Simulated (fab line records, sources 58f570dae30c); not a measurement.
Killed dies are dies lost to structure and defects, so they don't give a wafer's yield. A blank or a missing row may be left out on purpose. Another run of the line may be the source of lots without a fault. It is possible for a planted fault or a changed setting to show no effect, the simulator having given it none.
Which of the tools did it? | flow berkeleyCmos170 | at 1 step of a route of 331, 14 lots with 42 wafers sampled

## WHAT THE GAUGES READ, wafer by wafer
The record lacks any reading of a measuring or inspecting step that a usual standard deviation could be used to judge.

## EACH LOT AND THE TOOL THAT RAN IT (in order: tool; ch and the chambers of the sampled wafers; start)
lot  | UCB170_CONTACT_STRIP_19
L201 | plasmaAsher-01 ch 0,1, day 8 11:59
L200 | plasmaAsher-04 ch 1, day 8 12:09
L203 | plasmaAsher-03 ch 0,1, day 8 12:16
L202 | plasmaAsher-03 ch 0,1, day 8 12:34
L204 | plasmaAsher-04 ch 0,1, day 9 05:04
L206 | plasmaAsher-03 ch 0,1, day 9 13:23
L205 | plasmaAsher-01 ch 0,1, day 9 14:01
L207 | plasmaAsher-03 ch 0,1, day 9 15:47
L212 | plasmaAsher-01 ch 0,1, day 10 07:23
L209 | plasmaAsher-01 ch 1, day 10 07:40
L217 | plasmaAsher-01 ch 0,1, day 11 18:56
L219 | plasmaAsher-04 ch 0,1, day 12 12:11
L223 | plasmaAsher-04 ch 0,1, day 12 22:05
L221 | plasmaAsher-01 ch 0,1, day 13 06:27
- UCB170_CONTACT_STRIP_19: strips in O2.

## WHAT THE TOOLS THEMSELVES READ (means of the sampled wafers that have a number; where no wafer has one, the mark that the record gives instead)
UCB170_CONTACT_STRIP_19.
lot  | tool           | chamberPressureMTorr (mTorr) | drypumpMotorCurrentA (A) | oesProductAu (a.u.)
L201 | plasmaAsher-01 | 3502                         | 5.7                      | 0.727
L200 | plasmaAsher-04 | 3499                         | 5.0                      | 0.726
L203 | plasmaAsher-03 | 3500                         | 6.0                      | 0.732
L202 | plasmaAsher-03 | 3499                         | 5.8                      | 0.729
L204 | plasmaAsher-04 | 3498                         | 5.3                      | 0.725
L206 | plasmaAsher-03 | 3499                         | 5.8                      | 0.725
L205 | plasmaAsher-01 | 3501                         | 5.8                      | 0.728
L207 | plasmaAsher-03 | 3502                         | 5.8                      | 0.729
L212 | plasmaAsher-01 | -                            | -                        | -
L209 | plasmaAsher-01 | -                            | -                        | -
L217 | plasmaAsher-01 | 3498                         | 5.7                      | 0.728
L219 | plasmaAsher-04 | 3501                         | 5.3                      | 0.726
L223 | plasmaAsher-04 | 3503                         | 5.6                      | 0.730
L221 | plasmaAsher-01 | 3496                         | 5.6                      | 0.731

## THE ANSWER, worked out from the rows above alone
Rule: usual is defined by the lots themselves. Put in order of their means at a reading, lots are off if they are a third of the lots or fewer, leave a main group of 4 or more, and stand apart from it by a gap of 3 or more times the standard deviation of the main group's means; of several such gaps the widest counts. The tables above print the reading to a certain number of digits; a main group whose means all agree to those digits is not used. A lot without any number at a reading at which 4 lots or more have one is off too. All remaining lots with rows at the step are treated as sound. First the gauges in route order, then the tools' own readings, where a lot's mean is used as printed above. At the first step where some lot is off, the reading lying furthest off is the one used; lots without a number count as furthest.
Off, at UCB170_CONTACT_STRIP_19 on chamberPressureMTorr: L212, L209. Without a number there: L212, L209. For the main group the mean is 3500 mTorr and the standard deviation 2.
A tool fits if, at that step or a process step before it, it ran every lot that is off, and no sound lot after the first of them. Not one of the candidates tried fits.

## WHAT WAS PUT IN BY THE SIMULATOR
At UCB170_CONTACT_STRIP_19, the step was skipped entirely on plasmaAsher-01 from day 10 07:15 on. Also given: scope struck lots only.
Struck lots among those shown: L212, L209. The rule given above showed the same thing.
